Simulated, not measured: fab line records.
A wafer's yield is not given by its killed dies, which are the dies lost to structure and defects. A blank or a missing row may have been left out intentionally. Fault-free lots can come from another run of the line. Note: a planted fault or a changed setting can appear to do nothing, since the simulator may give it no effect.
Problem report, 8D (eight disciplines) form, completed by code    flow berkeley_cmos170    the parts of the form that need people (team, actions taken, sign-off) are left out

## 1. WHAT WENT WRONG
Wafers without a fault read 493.9 W, standard deviation 2.4; rf_fwd_power_W at UCB170_GATE_ETCH_14 reads a mean of 294.2 W on 3 wafers belonging to 2 lots. Measured from the usual mean, that is -83 standard deviations.
The step: etches BARC in N2/H2.
The first sign was on wafer L260.2 at day 11 02:10, on rie_diel-02. Wafers with a number at this step in the record: 42, from 14 lots. Rule for "out", or "out of limits": more than 4 standard deviations from the usual mean. All remaining wafers that have a number are taken as sound.

## 2. WHAT IT IS; WHAT IT IS NOT
question                     is                              is not
which readings at this step  rf_fwd_power_W, oes_product_au  bias_w, drypump_motor_current_A, throttle_valve_pct
which lots                   L260, L263                      L244, L245, L246, L247, L249, L251, L252, L253, L255, L264, L266, L267
which wafers of those lots   L260.2, L260.5, L263.2          L260.4, L263.1, L263.6
read on which tools          rie_diel-02                     rie_diel-01, rie_diel-04
when                         from day 11 02:10               up to then (28 sound wafers); but 11 sound wafers of L263, L264, L266, L267 came after

## 3. THE SUSPECTS, EACH WITH WHAT RULES IT OUT
Counting: any tool at a process step up to the reading remains a suspect provided it ran every lot that is out. Sound lots after the first of them don't rule it out here, since some wafers of a struck lot are sound.
- rie_diel-02 at UCB170_GATE_ETCH_14 (etches BARC in N2/H2): kept. It ran every lot that is out, first L260 (day 11 02:10); its last sound lot up to then is L255 (day 9 09:42). On those wafers its own readings are out: oes_product_au, rf_fwd_power_W.
- rie_diel-02, UCB170_GATE_ETCH_14: wafers that are out in chamber 1, sound lot-mates in chambers 0, 2.
The count leaves rie_diel-02 at UCB170_GATE_ETCH_14.

## 4. THE CAUSE (what the simulator had put in)
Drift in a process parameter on rie_diel-02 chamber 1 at UCB170_GATE_ETCH_14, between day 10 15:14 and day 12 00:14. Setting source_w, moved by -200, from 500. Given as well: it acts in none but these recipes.
Counting left only this tool.

## 5. THE EFFECT CHAIN, in route order
Rows list readings where the struck wafers' mean (over those with a number) sits beyond 3 standard deviations from the usual. Only readings for which the record gives a usual standard deviation are gone through. hours: the time from each lot's start at the first step in this table that gives one to its start at this step, as a median over the lots. sigmas: the change in usual standard deviations.
hours  step                    reading         usual       on struck wafers  change  sigmas
0      UCB170_GATE_ETCH_14     oes_product_au  0.994 a.u.  0.758             -0.236  -9.1
0      UCB170_GATE_ETCH_14     rf_fwd_power_W  493.9 W     294.2             -199.7  -83
0      UCB170_GATE_CD_MEAS_90  cd_nm           349.7 nm    354.1             +4.4    +3.4
Process steps it contains:
- UCB170_GATE_ETCH_14: etches BARC in N2/H2.
At these later measuring or inspecting steps, every struck wafer for which the step has a row has a number for every such reading, and none has moved that far: UCB170_NLDD_OVL_MEAS_07, UCB170_SPACER_THK_MEAS_01.

## 6. WHAT WOULD HAVE CAUGHT IT SOONER
In this record no reading fell out of limits until day 11 02:10, 11 hours after the fault had begun at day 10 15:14.
